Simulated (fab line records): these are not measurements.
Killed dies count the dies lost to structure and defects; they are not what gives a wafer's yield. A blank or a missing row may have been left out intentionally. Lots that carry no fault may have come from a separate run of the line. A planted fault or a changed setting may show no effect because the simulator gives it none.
Split-lot experiment + flow berkeleyCmos170 + 23 wafers read across 5 lots, on a route 331 steps long

SPLIT DETAILS
At UCB170_PFIELD_IMPLANT_07, the setting energyKev was moved away from the recipe's 80 on 6 of the 23 wafers read, by -4.0% to -2.5%. For the rest of the wafers, this setting stayed at what the recipe calls for.

Reading taken at the split's own step.

THE READING
The simulator's own value implant.drpNm, read by no gauge, in nm at UCB170_PFIELD_IMPLANT_07. The file gives no usual value for it.

| wafer  | tool, chamber at the split | energyKev as run | against the recipe | implant.drpNm, nm | against lot-mates on the recipe |
|--------|----------------------------|------------------|--------------------|-------------------|---------------------------------|
| L074.1 | implanter-03, 0            | 80               | recipe             | 74.86             | -                               |
| L074.2 | implanter-03, 0            | 80               | recipe             | 74.86             | -                               |
| L074.4 | implanter-03, 0            | 80               | recipe             | 74.86             | -                               |
| L075.1 | implanter-02, 0            | 80               | recipe             | 74.86             | -                               |
| L075.3 | implanter-02, 0            | 80               | recipe             | 74.86             | -                               |
| L075.4 | implanter-02, 0            | 80               | recipe             | 74.86             | -                               |
| L075.5 | implanter-02, 0            | 80               | recipe             | 74.86             | -                               |
| L075.6 | implanter-02, 0            | 80               | recipe             | 74.86             | -                               |
| L078.1 | implanter-03, 0            | 80               | recipe             | 74.86             | -                               |
| L078.5 | implanter-03, 0            | 80               | recipe             | 74.86             | -                               |
| L078.3 | implanter-03, 0            | 76.82            | -4.0%              | 73.39             | -1.47                           |
| L078.4 | implanter-03, 0            | 76.82            | -4.0%              | 73.39             | -1.47                           |
| L078.6 | implanter-03, 0            | 76.82            | -4.0%              | 73.39             | -1.47                           |
| L077.2 | implanter-04, 0            | 80               | recipe             | 74.86             | -                               |
| L077.3 | implanter-04, 0            | 80               | recipe             | 74.86             | -                               |
| L077.4 | implanter-04, 0            | 80               | recipe             | 74.86             | -                               |
| L077.5 | implanter-04, 0            | 80               | recipe             | 74.86             | -                               |
| L077.6 | implanter-04, 0            | 80               | recipe             | 74.86             | -                               |
| L081.1 | implanter-02, 0            | 80               | recipe             | 74.86             | -                               |
| L081.4 | implanter-02, 0            | 80               | recipe             | 74.86             | -                               |
| L081.3 | implanter-02, 0            | 77.97            | -2.5%              | 73.93             | -0.93                           |
| L081.5 | implanter-02, 0            | 77.97            | -2.5%              | 73.93             | -0.93                           |
| L081.6 | implanter-02, 0            | 77.97            | -2.5%              | 73.93             | -0.93                           |

FIT RESULTS
A straight line over all 23 wafers: implant.drpNm changes by +0.369 nm for each +1% of energyKev; r = +1.00; the points scatter about the line by 0.0027 nm.
The same after taking each lot's own level away (the mean of its wafers on the recipe; 23 wafers): +0.369 nm for each +1%; r = +1.00; scatter 0.0027 nm.
Per that fit: largest energyKev move, reading shift of 1.5 nm.
The lots' own levels span 74.860 to 74.860 nm.
The two slopes agree, so the slope changes little with the lot-to-lot level.
Check: with one of the wafers moved furthest among these (-4.0%) left out of the fit, the line predicts -1.47 nm for it against its lot-mates. Against them it came out at -1.47 nm.

OTHER SPLITS ON THESE WAFERS
Before the reading, these wafers also passed through other splits. Each is held against what the fit with the lots' levels taken away leaves over:
| other split on the same wafers  | wafers away from the commonest value | r with implant.drpNm (lot level and that fit taken away) |
|---------------------------------|--------------------------------------|----------------------------------------------------------|
| UCB170_PWELL_CVD_05 timeS       | 15                                   | +0.67                                                    |
| UCB170_PWELL_IMPLANT_15 doseCm2 | 10                                   | -0.16                                                    |

THE WHOLE CHAIN: every reading that the file lists as answering this split, in the file's order
| step                     | what it does | reading                                                        | change (the file's fit)               | r (the file's) |
|--------------------------|--------------|----------------------------------------------------------------|---------------------------------------|----------------|
| UCB170_PFIELD_IMPLANT_07 |              | implant.rpNm (the simulator's own value, which no gauge read)  | +2.08 nm for each +1% of the setting  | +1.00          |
| UCB170_PFIELD_IMPLANT_07 |              | implant.drpNm (the simulator's own value, which no gauge read) | +0.367 nm for each +1% of the setting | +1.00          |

THE FILE'S OWN FIT
implant.drpNm changes by +0.367 nm for each +1% of energyKev, r = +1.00.
